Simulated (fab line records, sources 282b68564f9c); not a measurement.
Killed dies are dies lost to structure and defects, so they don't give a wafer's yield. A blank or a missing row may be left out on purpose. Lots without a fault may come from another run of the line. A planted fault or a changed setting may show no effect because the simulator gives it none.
A sampling plan put to the test | flow rit_cmos | one fab line, 29 faults that these records tell of, each judged on the records of the lots that it struck; 1 more is left out, because the records don't allow judging it
The plan is the line's own looks: the steps of the route at which a gauge or an inspection reads the wafer and doesn't change it. A look can be judged if struck wafers have a number there and the file gives its usual mean and standard deviation on fault-free wafers. Caught: at a look after the fault's first step, the mean of the struck wafers lies 4 or more of those standard deviations (sigma) from the usual mean. On the tool: the same test on the tool's own readings at the fault's steps. Another recipe on the struck wafers, or a record that is blank for them alone, also counts as caught.

THE FAULTS, as the simulator had put them in
1. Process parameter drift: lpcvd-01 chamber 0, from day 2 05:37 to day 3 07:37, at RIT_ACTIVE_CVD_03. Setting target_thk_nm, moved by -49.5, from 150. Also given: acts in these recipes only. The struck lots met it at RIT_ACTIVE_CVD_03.
2. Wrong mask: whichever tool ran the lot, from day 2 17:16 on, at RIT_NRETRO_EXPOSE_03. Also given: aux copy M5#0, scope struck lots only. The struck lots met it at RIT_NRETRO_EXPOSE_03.
3. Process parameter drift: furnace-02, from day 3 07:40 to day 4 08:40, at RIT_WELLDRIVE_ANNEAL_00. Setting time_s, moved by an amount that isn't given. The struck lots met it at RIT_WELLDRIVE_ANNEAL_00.
4. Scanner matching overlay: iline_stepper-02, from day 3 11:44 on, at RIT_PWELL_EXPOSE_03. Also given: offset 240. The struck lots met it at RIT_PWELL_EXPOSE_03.
5. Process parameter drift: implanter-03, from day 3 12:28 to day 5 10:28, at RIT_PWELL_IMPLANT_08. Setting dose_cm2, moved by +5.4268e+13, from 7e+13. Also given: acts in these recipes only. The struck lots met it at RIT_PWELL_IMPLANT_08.
6. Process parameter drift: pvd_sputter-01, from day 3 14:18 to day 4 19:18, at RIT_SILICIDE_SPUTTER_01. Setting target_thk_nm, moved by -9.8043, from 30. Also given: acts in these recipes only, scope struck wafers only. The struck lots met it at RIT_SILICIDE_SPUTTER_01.
7. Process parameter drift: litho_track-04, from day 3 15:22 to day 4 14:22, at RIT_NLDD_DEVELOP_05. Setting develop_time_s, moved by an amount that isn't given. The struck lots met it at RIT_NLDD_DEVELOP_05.
8. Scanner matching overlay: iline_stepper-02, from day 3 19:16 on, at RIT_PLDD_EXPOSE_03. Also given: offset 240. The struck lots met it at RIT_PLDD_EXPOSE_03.
9. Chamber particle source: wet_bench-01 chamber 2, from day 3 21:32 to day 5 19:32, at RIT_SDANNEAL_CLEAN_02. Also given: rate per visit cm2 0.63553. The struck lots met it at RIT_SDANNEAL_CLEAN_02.
10. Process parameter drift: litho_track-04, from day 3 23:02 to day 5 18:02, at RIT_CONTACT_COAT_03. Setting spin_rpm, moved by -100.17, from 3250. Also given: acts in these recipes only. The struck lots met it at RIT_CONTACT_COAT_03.
11. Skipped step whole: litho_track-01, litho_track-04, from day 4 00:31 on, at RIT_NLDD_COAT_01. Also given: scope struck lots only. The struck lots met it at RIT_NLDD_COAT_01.
12. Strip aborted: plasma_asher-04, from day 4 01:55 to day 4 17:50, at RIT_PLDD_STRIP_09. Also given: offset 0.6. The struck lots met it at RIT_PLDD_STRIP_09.
13. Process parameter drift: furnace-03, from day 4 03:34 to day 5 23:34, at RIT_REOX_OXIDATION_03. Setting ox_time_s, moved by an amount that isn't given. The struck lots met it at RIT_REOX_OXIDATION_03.
14. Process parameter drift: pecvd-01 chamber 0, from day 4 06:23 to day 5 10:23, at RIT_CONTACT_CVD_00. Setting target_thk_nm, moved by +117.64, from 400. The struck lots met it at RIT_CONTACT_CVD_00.
15. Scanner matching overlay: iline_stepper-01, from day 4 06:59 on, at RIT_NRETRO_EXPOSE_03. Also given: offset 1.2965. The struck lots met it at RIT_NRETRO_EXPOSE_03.
16. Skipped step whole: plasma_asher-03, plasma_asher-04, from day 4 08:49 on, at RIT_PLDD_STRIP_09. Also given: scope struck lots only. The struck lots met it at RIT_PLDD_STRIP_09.
17. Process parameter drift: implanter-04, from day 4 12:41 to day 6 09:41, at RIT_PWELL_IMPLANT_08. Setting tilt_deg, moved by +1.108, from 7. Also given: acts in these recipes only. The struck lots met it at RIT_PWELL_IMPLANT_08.
18. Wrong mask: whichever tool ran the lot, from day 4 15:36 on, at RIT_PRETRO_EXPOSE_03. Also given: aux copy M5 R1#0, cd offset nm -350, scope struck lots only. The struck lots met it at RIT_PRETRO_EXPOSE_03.
19. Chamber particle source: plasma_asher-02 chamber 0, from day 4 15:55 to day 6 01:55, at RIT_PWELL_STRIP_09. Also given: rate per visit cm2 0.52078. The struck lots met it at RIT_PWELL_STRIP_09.
20. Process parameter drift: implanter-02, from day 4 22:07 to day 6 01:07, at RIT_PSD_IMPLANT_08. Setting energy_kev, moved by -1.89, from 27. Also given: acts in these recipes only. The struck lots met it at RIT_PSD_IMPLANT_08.
21. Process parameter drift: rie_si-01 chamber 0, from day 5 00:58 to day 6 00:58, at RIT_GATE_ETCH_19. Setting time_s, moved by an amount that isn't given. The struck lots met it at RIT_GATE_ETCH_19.
22. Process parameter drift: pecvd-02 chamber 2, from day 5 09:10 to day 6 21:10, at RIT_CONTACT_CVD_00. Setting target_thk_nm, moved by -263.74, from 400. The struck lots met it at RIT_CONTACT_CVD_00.
23. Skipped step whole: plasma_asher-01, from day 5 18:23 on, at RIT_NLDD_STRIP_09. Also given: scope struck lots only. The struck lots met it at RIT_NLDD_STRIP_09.
24. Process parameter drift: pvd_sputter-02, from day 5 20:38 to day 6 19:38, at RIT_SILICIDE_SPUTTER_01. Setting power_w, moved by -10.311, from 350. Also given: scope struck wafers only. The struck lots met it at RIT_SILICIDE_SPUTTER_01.
25. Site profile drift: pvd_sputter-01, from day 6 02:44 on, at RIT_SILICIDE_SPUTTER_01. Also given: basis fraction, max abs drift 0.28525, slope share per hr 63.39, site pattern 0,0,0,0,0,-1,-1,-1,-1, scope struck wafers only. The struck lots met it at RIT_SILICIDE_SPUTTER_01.
26. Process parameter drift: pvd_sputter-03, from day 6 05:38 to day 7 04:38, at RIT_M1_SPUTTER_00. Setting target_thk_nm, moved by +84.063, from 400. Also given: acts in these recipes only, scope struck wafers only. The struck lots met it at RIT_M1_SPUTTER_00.
27. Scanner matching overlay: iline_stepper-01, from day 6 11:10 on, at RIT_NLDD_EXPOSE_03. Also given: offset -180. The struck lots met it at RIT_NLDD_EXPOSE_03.
28. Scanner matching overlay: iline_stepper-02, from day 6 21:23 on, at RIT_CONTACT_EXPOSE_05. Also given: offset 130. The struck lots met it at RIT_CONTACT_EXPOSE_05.
29. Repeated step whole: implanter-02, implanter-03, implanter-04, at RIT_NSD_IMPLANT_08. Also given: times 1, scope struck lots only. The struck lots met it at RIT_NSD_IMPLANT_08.

WHAT THE PLAN SAW
fault | on the tool itself                               | first look that catches it                      | reading, sigma          | median hours from its first step to that look | hours from the fault's start to the first struck lot there | judged looks passed uncaught
1     | no reading that can be judged                    | RIT_ACTIVE_THK_MEAS_04                          | ACTIVE_NITRIDE_THK -30  | 1.4                                           | 4                                                          | 0
2     | no reading that can be judged                    | RIT_NRETRO_TW_MEAS_10                           | NRETRO_TW -99 or beyond | 1.0                                           | 4                                                          | 0
3     | run_length_s +99 or beyond sigma                 | RIT_WELLDRIVE_RS_MEAS_01                        | NWELL_RS -16            | 5.1                                           | 2                                                          | 0
4     | no reading that can be judged                    | RIT_PWELL_OVL_MEAS_06                           | PWELL_OVL +99 or beyond | 0.4                                           | 8                                                          | 0
5     | dose_ions_cm2 +99 or beyond sigma                | RIT_PWELL_TW_MEAS_10                            | PWELL_TW +26            | 0.3                                           | 17                                                         | 0
6     | under 2 sigma                                    | RIT_SILICIDE_RS_MEAS_02                         | SILICIDE_TI_RS +42      | 0.1                                           | 3                                                          | 0
7     | no reading that can be judged                    | RIT_NLDD_TW_MEAS_10                             | NLDD_TW -99 or beyond   | 1.2                                           | 8                                                          | 0
8     | no reading that can be judged                    | RIT_PLDD_OVL_MEAS_06                            | PLDD_OVL +99 or beyond  | 0.4                                           | 10                                                         | 0
9     | no reading that can be judged                    | no look after it can be judged                  | -                       | -                                             | -                                                          | 0
10    | spin_speed_rpm -45 sigma                         | none of the 2 looks that can be judged after it | -                       | -                                             | -                                                          | 2
11    | the tool's record is blank for the struck wafers | RIT_PLDD_TW_MEAS_10                             | PLDD_TW +44             | 2.8                                           | 5                                                          | 0
12    | run_length_s -99 or beyond sigma                 | not the one look that can be judged after it    | -                       | -                                             | -                                                          | 1
13    | under 2 sigma                                    | RIT_REOX_THK_MEAS_04                            | REOX_OXIDE_THK +20      | 2.6                                           | 11                                                         | 0
14    | under 2 sigma                                    | RIT_CONTACT_THK_MEAS_01                         | CONTACT_TEOS_THK +23    | 0.1                                           | 22                                                         | 0
15    | no reading that can be judged                    | no look after it can be judged                  | -                       | -                                             | -                                                          | 0
16    | no reading that can be judged                    | not the one look that can be judged after it    | -                       | -                                             | -                                                          | 1
17    | tilt_deg +57 sigma                               | none of the 3 looks that can be judged after it | -                       | -                                             | -                                                          | 3
18    | no reading that can be judged                    | no look after it can be judged                  | -                       | -                                             | -                                                          | 0
19    | under 2 sigma                                    | none of the 2 looks that can be judged after it | -                       | -                                             | -                                                          | 2
20    | beam_energy_keV -99 or beyond sigma              | RIT_SDANNEAL_RS_MEAS_04                         | PSD_RS +15              | 0.8                                           | 5                                                          | 0
21    | run_length_s +99 or beyond sigma                 | no look after it can be judged                  | -                       | -                                             | -                                                          | 0
22    | under 2 sigma                                    | RIT_CONTACT_THK_MEAS_01                         | CONTACT_TEOS_THK -48    | 0.0                                           | 21                                                         | 0
23    | the tool's record is blank for the struck wafers | RIT_PLDD_TW_MEAS_10                             | PLDD_TW -99 or beyond   | 1.7                                           | 4                                                          | 0
24    | cathode_dc_power_W -99 or beyond sigma           | not the one look that can be judged after it    | -                       | -                                             | -                                                          | 1
25    | under 2 sigma                                    | RIT_SILICIDE_RS_MEAS_02                         | SILICIDE_TI_RS +14      | 0.2                                           | 18                                                         | 0
26    | under 2 sigma                                    | RIT_M1_RS_MEAS_01                               | M1_AL_RS -15            | 0.3                                           | 8                                                          | 0
27    | under 2 sigma                                    | RIT_NLDD_OVL_MEAS_06                            | NLDD_OVL -99 or beyond  | 0.4                                           | 5                                                          | 0
28    | no reading that can be judged                    | RIT_CONTACT_OVL_MEAS_09                         | CONTACT_OVL +91         | 0.6                                           | 5                                                          | 0
29    | no reading that can be judged                    | RIT_NSD_TW_MEAS_10                              | NSD_TW +24              | 0.6                                           | -                                                          | 0
A dash: the fault isn't caught, or these records don't give the number.

Caught at a look: 19 of 29. Caught on the tool: 10 of 29. By one or the other: 24 of 29.
Caught on the tool alone: faults 10, 12, 17, 21, 24.
Caught at a look alone: faults 1, 2, 4, 6, 7, 8, 13, 14, 22, 25, 26, 27, 28, 29.
Caught by neither: faults 9, 15, 16, 18, 19.

THINNER SAMPLING
If the look that catches a fault measured only every second or every third lot, by lot number, the first struck lot would be measured this late in the worst case:
fault | struck lots at that look, in order of time | every lot | every second lot | every third lot
1     | L928                                       | 4 h       | may miss it      | may miss it
2     | L704                                       | 4 h       | may miss it      | may miss it
3     | L836, L837                                 | 2 h       | 8 h              | may miss all 2
4     | L391, L392, L393                           | 8 h       | 12 h             | 17 h
5     | L583, L586                                 | 17 h      | 33 h             | may miss all 2
6     | L600, L602                                 | 3 h       | may miss all 2   | may miss all 2
7     | L203, L204                                 | 8 h       | 13 h             | may miss all 2
8     | L248, L249, L252                           | 10 h      | 16 h             | may miss all 3
11    | L773, L774                                 | 5 h       | 11 h             | may miss all 2
13    | L107, L110                                 | 11 h      | 26 h             | may miss all 2
14    | L116                                       | 22 h      | may miss it      | may miss it
20    | L711, L712, L714                           | 5 h       | 10 h             | may miss all 3
22    | L856                                       | 21 h      | may miss it      | may miss it
23    | L109, L110                                 | 4 h       | 10 h             | may miss all 2
25    | L628, L630                                 | 18 h      | may miss all 2   | may miss all 2
26    | L280, L282                                 | 8 h       | may miss all 2   | may miss all 2
27    | L472, L473                                 | 5 h       | 11 h             | may miss all 2
28    | L715, L716, L717                           | 5 h       | 11 h             | 16 h
Hours are from the fault's start to the first struck lot that is measured. The limit of 4 sigma was tested on all struck wafers together, so one lot alone may lie under it. Other struck lots may not be in these records.

THE LONGEST TIMED WAY FROM STEP TO LOOK
Fault 3: a median of 5.1 hours passes between RIT_WELLDRIVE_ANNEAL_00 and RIT_WELLDRIVE_RS_MEAS_01. No look between them can be judged.
